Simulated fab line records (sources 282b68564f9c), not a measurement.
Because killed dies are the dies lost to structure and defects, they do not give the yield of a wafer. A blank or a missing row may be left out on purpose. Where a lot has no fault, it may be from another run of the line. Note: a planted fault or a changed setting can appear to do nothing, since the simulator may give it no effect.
fab line records	flow rit-cmos
[record] lots = 14	wafers = 42	last-day = 7
route steps=202 shown PWELL@48 PRETRO@65 M1@186
lots that met no fault: taken from a fault-free run of the same line
start-h: the number of hours between the record's first day and the start of the first shown wafer of the lot	wait-h: time in hours since the lot's previous step	" same as the row above	L1.1+2: a single row standing in for several wafers	- no value present, or no start provided	* or withheld: withheld	< > ~ a bound
route shown NAME@n: names a module that has steps shown in the file, with the first one's number in the route	usual: mean/standard deviation of fault-free wafers	same: alike in all rows	chamber/n: place in a boat	sites: each site's reading	_std_site: standard deviation across them	_edge_site: inner sites' mean taken away from outer sites' mean	radius-mm: for every site, how far away it sits from the centre of the wafer	mask NAME#n: copy n	behind: the last tool/chamber to shape the wafer	hold: cause of the lot's hold/its duration in hours/its outcome	device: names the non-switching transistor (n, p or np)	end of line: tests of these same wafers at the route's end	a step given without rows: its recipe and nothing more	killed: count of dies lost to structure and defects at first sort (not the wafer's yield)	map: a wafer's dies, marking killed ones x, the rest . and places with no die _
set.NAME: setting as actually run; set.NAME@STEP: the setting as run at that earlier step	model.NAME: the simulator's own value behind a step, which no gauge read
a sample of lots followed through the steps of the route, with each step as a table and each wafer as a row
services: when a tool's chamber went out of use (start-h, in hours from the record's first day, below 0 if earlier), for how many hours, and the reason
[[steps]]
[step RIT_PWELL_STRIP_09]
[recipe] chemistry = O2	time-s = 180	resist = NOVOLAK	platen-temp-c = withheld	power-w = 500	pressure-mtorr = 4000	o2-flow-sccm = 4000
[usual] drypump-motor-current-A = 5.68/0.22
lot.wafer	tool	chamber	start-h	wait-h	drypump-motor-current-A	rf-hours-counter-h
L271.2	plasma-asher-02	0	29.04	0.1	5.59	26
L271.3	"	1	"	"	5.64	-
L271.6	"	0	"	"	5.63	-
L272.2	plasma-asher-02	1	33.11	0.1	5.64	26
L272.3	"	1	"	"	5.66	-
L272.4	"	0	"	"	5.61	-
L273.3	plasma-asher-02	1	38.47	0.1	5.66	-
L273.4	"	0	"	"	5.63	-
L273.6	"	0	"	"	5.64	-
L274.1	plasma-asher-04	0	46.28	0.1	6.07	41
L274.4	"	1	"	"	5.30	-
L274.5	"	1	"	"	5.30	-
L276.1	plasma-asher-04	1	55.45	0.1	5.33	42
L276.3	"	1	"	"	5.32	-
L276.4	"	0	"	"	6.08	-
L281.1	plasma-asher-02	1	77.25	0.1	5.66	31
L281.2	"	0	"	"	5.64	31
L281.5	"	0	"	"	5.64	-
L282.4	plasma-asher-04	1	90.14	0.1	5.31	-
L282.5	"	0	"	"	6.09	-
L282.6	"	1	"	"	5.30	-
L283.2	plasma-asher-01	1	96.52	0.1	5.76	46
L283.3	"	1	"	"	5.78	-
L283.5	"	0	"	"	5.67	-
L285.1	plasma-asher-04	1	103.48	0.1	5.33	46
L285.2	"	0	"	"	6.10	46
L285.6	"	1	"	"	5.32	-
L286.3	plasma-asher-01	0	109.08	0.1	5.68	-
L286.4	"	1	"	"	5.69	-
L286.6	"	0	"	"	5.66	-
L287.1	plasma-asher-01	0	111.09	0.1	5.65	48
L287.2	"	1	"	"	5.77	48
L287.4	"	0	"	"	5.66	-
L289.2	plasma-asher-02	0	120.04	0.2	5.65	33
L289.3	"	0	"	"	5.63	-
L289.6	"	1	"	"	5.64	-
L291.1	plasma-asher-01	1	128.98	0.1	5.81	51
L291.3	"	1	"	"	5.74	-
L291.6	"	1	"	"	5.74	-
L293.4	plasma-asher-02	0	140.56	0.1	5.63	-
L293.5	"	1	"	"	5.65	-
L293.6	"	0	"	"	5.63	-
[step RIT_PRETRO_COAT_01]
[recipe] resist = NOVOLAK	spin-rpm = 2000	resist-thk-nm = 1300
[usual] spin-speed-rpm = 1999.9/1.2
lot.wafer	tool	chamber	start-h	wait-h	spin-speed-rpm
L271.2	litho-track-04	0	36.94	0.1	1998.5
L271.3	"	0	"	"	1998.9
L271.6	"	0	"	"	1999.3
L272.2	litho-track-02	0	40.69	0.1	2000.1
L272.3	"	0	"	"	2002.1
L272.4	"	0	"	"	2001.1
L273.3	litho-track-02	0	46.75	0.1	2000.8
L273.4	"	0	"	"	2001.3
L273.6	"	0	"	"	2001.8
L274.1	litho-track-02	0	53.61	0.1	1999.9
L274.4	"	0	"	"	1998.8
L274.5	"	0	"	"	2001.0
L276.1	litho-track-02	0	63.81	0.1	2000.0
L276.3	"	0	"	"	1999.3
L276.4	"	0	"	"	2000.3
L281.1	litho-track-01	0	88.21	0.1	1828.6
L281.2	"	0	"	"	1829.5
L281.5	"	0	"	"	1829.6
L282.4	litho-track-01	0	100.92	0.1	1828.3
L282.5	"	0	"	"	1829.4
L282.6	"	0	"	"	1829.2
L283.2	litho-track-02	0	105.60	0.1	1997.9
L283.3	"	0	"	"	2000.2
L283.5	"	0	"	"	1998.3
L285.1	litho-track-04	0	112.25	0.1	2001.5
L285.2	"	0	"	"	2001.5
L285.6	"	0	"	"	1999.7
L286.3	litho-track-04	0	116.33	0.1	1998.9
L286.4	"	0	"	"	1999.9
L286.6	"	0	"	"	2000.6
L287.1	litho-track-02	0	121.02	0.1	2002.5
L287.2	"	0	"	"	2000.4
L287.4	"	0	"	"	2001.3
L289.2	litho-track-02	0	128.96	0.1	1997.8
L289.3	"	0	"	"	1999.2
L289.6	"	0	"	"	2002.1
L291.1	litho-track-04	0	137.00	0.1	2000.6
L291.3	"	0	"	"	2000.7
L291.6	"	0	"	"	2000.7
L293.4	litho-track-04	0	148.16	0.1	2000.0
L293.5	"	0	"	"	2001.4
L293.6	"	0	"	"	2000.6
[step RIT_PRETRO_TW_MEAS_10]
[usual] PRETRO_TW = 476/5.3
lot.wafer	tool	chamber	start-h	wait-h	PRETRO_TW
L271.2	film-metro-01	-	38.42	0.1	483
L271.3	"	-	"	"	484
L271.6	"	-	"	"	485
L272.2	film-metro-02	-	42.01	0.1	467
L272.3	"	-	"	"	469
L272.4	"	-	"	"	464
L273.3	film-metro-03	-	48.06	0.1	476
L273.4	"	-	"	"	479
L273.6	"	-	"	"	476
L274.1	film-metro-01	-	55.08	0.1	487
L274.4	"	-	"	"	485
L274.5	"	-	"	"	486
L276.1	film-metro-03	-	65.27	0.1	477
L276.3	"	-	"	"	480
L276.4	"	-	"	"	480
L281.1	film-metro-03	-	89.68	0.1	475
L281.2	"	-	"	"	478
L281.5	"	-	"	"	476
L282.4	film-metro-03	-	102.34	0.1	476
L282.5	"	-	"	"	474
L282.6	"	-	"	"	475
L283.2	film-metro-03	-	107.06	0.1	474
L283.3	"	-	"	"	474
L283.5	"	-	"	"	473
L285.1	film-metro-02	-	113.59	0.1	470
L285.2	"	-	"	"	472
L285.6	"	-	"	"	470
L286.3	film-metro-03	-	117.79	0.1	475
L286.4	"	-	"	"	476
L286.6	"	-	"	"	475
L287.1	film-metro-03	-	122.36	0.1	475
L287.2	"	-	"	"	477
L287.4	"	-	"	"	476
L289.2	film-metro-02	-	130.29	0.1	469
L289.3	"	-	"	"	472
L289.6	"	-	"	"	473
L291.1	film-metro-03	-	138.39	0.1	478
L291.3	"	-	"	"	477
L291.6	"	-	"	"	477
L293.4	film-metro-02	-	149.45	0.1	472
L293.5	"	-	"	"	470
L293.6	"	-	"	"	468
[step RIT_M1_THK_MEAS_02]
[recipe] thk-meas-gauge = xrf	reads = Al_of_M1_SPUTTER_00
[usual] M1_AL_THK = 389/5.2
lot.wafer	tool	chamber	start-h	wait-h	M1_AL_THK[nm]
L271.2	film-metro-01	-	62.28	0.1	389
L271.3	"	-	"	"	390
L271.6	"	-	"	"	391
L272.2	film-metro-01	-	64.86	0.1	389
L272.3	"	-	"	"	383
L272.4	"	-	"	"	386
L273.3	film-metro-04	-	72.57	0.1	388
L273.4	"	-	"	"	393
L273.6	"	-	"	"	391
L274.1	film-metro-04	-	78.01	0.1	384
L274.4	"	-	"	"	389
L274.5	"	-	"	"	385
L276.1	film-metro-01	-	88.92	0.1	381
L276.3	"	-	"	"	379
L276.4	"	-	"	"	380
L281.1	film-metro-01	-	115.01	0.1	382
L281.2	"	-	"	"	383
L281.5	"	-	"	"	381
L282.4	film-metro-04	-	127.93	0.1	395
L282.5	"	-	"	"	403
L282.6	"	-	"	"	395
L283.2	film-metro-04	-	129.33	0.1	395
L283.3	"	-	"	"	392
L283.5	"	-	"	"	392
L285.1	film-metro-04	-	140.32	0.1	390
L285.2	"	-	"	"	387
L285.6	"	-	"	"	390
L287.1	film-metro-03	-	143.89	0.1	388
L287.2	"	-	"	"	393
L287.4	"	-	"	"	387
L286.3	film-metro-04	-	145.87	0.1	399
L286.4	"	-	"	"	391
L286.6	"	-	"	"	394
L289.2	film-metro-01	-	154.29	0.1	383
L289.3	"	-	"	"	380
L289.6	"	-	"	"	384
L291.1	film-metro-03	-	160.46	0.1	385
L291.3	"	-	"	"	387
L291.6	"	-	"	"	392
L293.4	film-metro-01	-	170.45	0.1	382
L293.5	"	-	"	"	386
L293.6	"	-	"	"	381
[step RIT_M1_PROBE_99]
[usual] killed-at-contacts = 0.0/0.18	killed-at-front-end = 7/3.4	killed-dies = 7/3.4	killed-open = 3.7/2.2	killed-short = 3.6/2.2
[same] gross-dies = 264	killed_at_M0_to_M3 = 0	killed_at_M4_up = 0	killed-at-back-side = 0	killed-at-other = 0
lot.wafer	tool	chamber	start-h	wait-h	killed-at-contacts	killed-at-front-end	killed-dies	killed-open	killed-short
L271.2	prober-01	-	65.91	0.1	0	2	2	2	0
L271.3	prober-01	-	65.96	0.2	1	2	3	2	1
L271.6	prober-01	-	66.11	0.2	0	4	4	3	1
L272.2	prober-01	-	68.63	0.1	0	15	15	6	9
L272.3	prober-01	-	68.68	0.2	0	7	7	3	4
L272.4	prober-01	-	68.73	0.2	0	11	11	4	7
L273.3	prober-01	-	76.39	0.2	0	4	4	1	3
L273.4	prober-01	-	76.44	0.2	0	6	6	5	1
L273.6	prober-01	-	76.54	0.2	0	11	11	7	4
L274.1	prober-02	-	81.73	0.1	0	5	5	3	2
L274.4	prober-02	-	81.88	0.2	0	10	10	5	5
L274.5	prober-02	-	81.93	0.2	0	9	9	5	4
L276.1	prober-02	-	92.52	0.1	0	5	5	3	2
L276.3	prober-02	-	92.62	0.2	0	8	8	4	4
L276.4	prober-02	-	92.67	0.2	0	8	8	5	3
L281.1	prober-01	-	118.60	0.1	0	7	7	4	3
L281.2	prober-01	-	118.65	0.1	0	7	7	5	2
L281.5	prober-01	-	118.80	0.2	0	19	19	11	8
L282.4	prober-02	-	131.86	0.2	0	5	5	4	1
L282.5	prober-02	-	131.91	0.2	0	11	11	5	6
L282.6	prober-02	-	131.96	0.2	0	5	5	1	4
L283.2	prober-01	-	133.26	0.1	0	6	6	0	6
L283.3	prober-01	-	133.31	0.2	0	5	5	2	3
L283.5	prober-01	-	133.41	0.2	0	11	11	4	7
L285.1	prober-01	-	144.41	0.1	0	7	7	4	3
L285.2	prober-01	-	144.46	0.1	0	10	10	7	3
L285.6	prober-01	-	144.66	0.2	0	7	7	4	3
L287.1	prober-02	-	147.49	0.1	0	7	7	2	5
L287.2	prober-02	-	147.54	0.1	0	8	8	4	4
L287.4	prober-02	-	147.64	0.2	0	3	3	0	3
L286.3	prober-01	-	149.78	0.2	1	2	3	1	2
L286.4	prober-01	-	149.83	0.2	0	8	8	2	6
L286.6	prober-01	-	149.93	0.2	0	6	6	2	4
L289.2	prober-01	-	158.18	0.1	0	4	4	2	2
L289.3	prober-01	-	158.23	0.2	0	11	11	5	6
L289.6	prober-01	-	158.38	0.2	0	7	7	4	3
L291.1	prober-01	-	164.06	0.1	0	5	5	3	2
L291.3	prober-01	-	164.16	0.2	0	6	6	3	3
L291.6	prober-01	-	164.31	0.2	0	0	0	0	0
L293.4	prober-01	-	174.17	0.2	0	9	9	3	6
L293.5	prober-01	-	174.22	0.2	0	13	13	7	6
L293.6	prober-01	-	174.27	0.2	0	4	4	2	2
// killed by level:class
L271.2 REOX:geometric-particle:open=1 SPACER:geometric-particle:open=1
L271.3 GATE:geometric-particle:short=1 GATE:geometric-particle:open=1 CONTACT:geometric-particle:open=1
L271.6 SILICIDE:geometric-particle:open=2 GATE:geometric-particle:open=1 SILICIDE:geometric-particle:short=1
L272.2 GATE:geometric-particle:short=5 GATE:geometric-particle:open=2 FOX1:geometric-particle:short=1 FOX2:geometric-particle:open=1 REOX:geometric-particle:open=1 REOX:geometric-particle:short=1 SPACER:geometric-particle:open=1 SPACER:geometric-particle:short=1
L272.3 GATE:geometric-particle:short=2 SPACER:geometric-particle:open=2 FOX2:geometric-particle:open=1 FOX2:geometric-particle:short=1 REOX:geometric-particle:short=1
L272.4 FOX2:geometric-particle:open=2 GATE:geometric-particle:short=2 SPACER:geometric-particle:short=2 SILICIDE:geometric-particle:short=2 FOX2:geometric-particle:short=1 GATE:geometric-particle:open=1 SILICIDE:geometric-particle:open=1
L273.3 FOX1:geometric-particle:short=1 GATE:geometric-particle:short=1 REOX:geometric-particle:open=1 REOX:geometric-particle:short=1
L273.4 GATE:geometric-particle:open=4 REOX:geometric-particle:open=1 SPACER:geometric-particle:short=1
L273.6 REOX:geometric-particle:open=3 GATE:geometric-particle:short=2 SPACER:geometric-particle:short=2 FOX1:geometric-particle:open=1 GATE:geometric-particle:open=1 SPACER:geometric-particle:open=1 SILICIDE:geometric-particle:open=1
L274.1 GATE:geometric-particle:open=2 GATE:geometric-particle:short=2 REOX:geometric-particle:open=1
L274.4 REOX:geometric-particle:open=3 SPACER:geometric-particle:short=3 SPACER:geometric-particle:open=2 SILICIDE:geometric-particle:short=2
L274.5 GATE:geometric-particle:short=3 REOX:geometric-particle:open=2 SPACER:geometric-particle:open=2 GATE:geometric-particle:open=1 SPACER:geometric-particle:short=1
L276.1 GATE:geometric-particle:open=2 FOX1:geometric-particle:short=1 FOX1:geometric-particle:open=1 SILICIDE:geometric-particle:short=1
L276.3 GATE:geometric-particle:open=3 GATE:geometric-particle:short=2 REOX:geometric-particle:short=1 REOX:geometric-particle:open=1 SPACER:geometric-particle:short=1
L276.4 GATE:geometric-particle:open=2 FOX1:geometric-particle:short=1 FOX1:geometric-particle:open=1 SPACER:geometric-particle:short=1 SPACER:geometric-particle:open=1 SILICIDE:geometric-particle:open=1 SILICIDE:geometric-particle:short=1
L281.1 FOX1:geometric-particle:short=3 GATE:geometric-particle:open=3 FOX1:geometric-particle:open=1
L281.2 GATE:geometric-particle:open=2 REOX:geometric-particle:open=2 FOX1:geometric-particle:open=1 FOX1:geometric-particle:short=1 REOX:geometric-particle:short=1
L281.5 REOX:geometric-particle:open=3 FOX1:geometric-particle:open=2 FOX2:geometric-particle:open=2 GATE:geometric-particle:short=2 SPACER:geometric-particle:short=2 SILICIDE:geometric-particle:open=2 SILICIDE:geometric-particle:short=2 FOX2:geometric-particle:short=1
L282.4 GATE:geometric-particle:open=2 SPACER:geometric-particle:open=2 FOX1:geometric-particle:short=1
L282.5 GATE:geometric-particle:short=3 FOX1:geometric-particle:short=2 GATE:geometric-particle:open=2 SPACER:geometric-particle:open=2 FOX2:geometric-particle:short=1 FOX2:geometric-particle:open=1
L282.6 GATE:geometric-particle:short=3 FOX2:geometric-particle:short=1 REOX:geometric-particle:open=1
L283.2 FOX1:geometric-particle:short=2 GATE:geometric-particle:short=2 SPACER:geometric-particle:short=1 SILICIDE:geometric-particle:short=1
L283.3 FOX1:geometric-particle:short=1 GATE:geometric-particle:short=1 GATE:geometric-particle:open=1 REOX:geometric-particle:open=1 SILICIDE:geometric-particle:short=1
L283.5 GATE:geometric-particle:open=2 REOX:geometric-particle:short=2 SPACER:geometric-particle:short=2 FOX1:geometric-particle:short=1 FOX1:geometric-particle:open=1 GATE:geometric-particle:short=1 REOX:geometric-particle:open=1 SILICIDE:geometric-particle:short=1
L285.1 REOX:geometric-particle:open=2 FOX2:geometric-particle:short=1 GATE:geometric-particle:short=1 GATE:geometric-particle:open=1 REOX:geometric-particle:short=1 SPACER:geometric-particle:open=1
L285.2 FOX2:geometric-particle:open=3 GATE:geometric-particle:open=3 GATE:geometric-particle:short=1 REOX:geometric-particle:open=1 REOX:geometric-particle:short=1 SILICIDE:geometric-particle:short=1
L285.6 GATE:geometric-particle:open=3 SILICIDE:geometric-particle:short=2 GATE:geometric-particle:short=1 SPACER:geometric-particle:open=1
L287.1 SILICIDE:geometric-particle:short=3 SILICIDE:geometric-particle:open=2 SPACER:geometric-particle:short=2
L287.2 GATE:geometric-particle:open=2 SPACER:geometric-particle:short=2 GATE:geometric-particle:short=1 REOX:geometric-particle:short=1 SPACER:geometric-particle:open=1 SILICIDE:geometric-particle:open=1
L287.4 GATE:geometric-particle:short=2 SILICIDE:geometric-particle:short=1
L286.3 GATE:geometric-particle:open=1 GATE:geometric-particle:short=1 CONTACT:geometric-particle:short=1
L286.4 FOX1:geometric-particle:short=2 GATE:geometric-particle:short=2 GATE:geometric-particle:open=2 REOX:geometric-particle:short=1 SPACER:geometric-particle:short=1
L286.6 GATE:geometric-particle:short=3 GATE:geometric-particle:open=1 REOX:geometric-particle:short=1 SPACER:geometric-particle:open=1
L289.2 FOX1:geometric-particle:open=1 GATE:geometric-particle:short=1 SPACER:geometric-particle:short=1 SPACER:geometric-particle:open=1
L289.3 FOX2:geometric-particle:short=2 SPACER:geometric-particle:open=2 FOX1:geometric-particle:short=1 FOX1:geometric-particle:open=1 GATE:geometric-particle:open=1 GATE:geometric-particle:short=1 SPACER:geometric-particle:short=1 SILICIDE:geometric-particle:short=1
L289.6 FOX1:geometric-particle:open=1 FOX2:geometric-particle:short=1 GATE:geometric-particle:short=1 GATE:geometric-particle:open=1 SPACER:geometric-particle:short=1 SPACER:geometric-particle:open=1 SILICIDE:geometric-particle:open=1
L291.1 SPACER:geometric-particle:open=2 FOX1:geometric-particle:open=1 FOX1:geometric-particle:short=1 GATE:geometric-particle:short=1
L291.3 FOX1:geometric-particle:open=1 FOX2:geometric-particle:short=1 GATE:geometric-particle:open=1 GATE:geometric-particle:short=1 SPACER:geometric-particle:open=1 SPACER:geometric-particle:short=1
L293.4 GATE:geometric-particle:short=4 GATE:geometric-particle:open=2 REOX:geometric-particle:open=1 SPACER:geometric-particle:short=1 SILICIDE:geometric-particle:short=1
L293.5 GATE:geometric-particle:open=3 GATE:geometric-particle:short=3 SILICIDE:geometric-particle:open=2 FOX2:geometric-particle:open=1 FOX2:geometric-particle:short=1 REOX:geometric-particle:short=1 REOX:geometric-particle:open=1 SPACER:geometric-particle:short=1
L293.6 FOX2:geometric-particle:short=1 GATE:geometric-particle:open=1 REOX:geometric-particle:open=1 SILICIDE:geometric-particle:short=1
[[services]]
tool	chamber	start-h	hours	kind
plasma-asher-02	-	104.47	14.6	pm
plasma-asher-04	-	108.84	9.0	pm
plasma-asher-04	0	108.84	9.0	vent-cycle
plasma-asher-04	1	108.84	9.0	vent-cycle
plasma-asher-04	0	117.84	-	clean
plasma-asher-04	1	117.84	-	clean
[[key]]
[first-sign] step = RIT_PRETRO_COAT_01	reading = spin-speed-rpm	direction = down	sigmas = 99+	usual = 1999.9	struck = 1829.1
effect none on later readings
met-at RIT_PRETRO_COAT_01
struck-lots L281,L282
tester-left-out L281,L282
not-acting-at RIT_PWELL_STRIP_09,RIT_PRETRO_TW_MEAS_10,RIT_M1_THK_MEAS_02
[fault] kind = process-parameter-drift	tool = litho-track-01	chamber = -	onset-h = 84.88	steps = RIT_PRETRO_COAT_01	channel = spin-rpm	offset = -170.01	shape = step	end-h = 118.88	acts-in = these-recipes-only	stated = 2000
// tester-left-out: of these lots the tester's yield and bins aren't shown, on N5 and GAA mostly nor the transistor test; their killed dies are dies lost to structure and defects alone, not to doping, threshold or leakage, so they don't give the yield
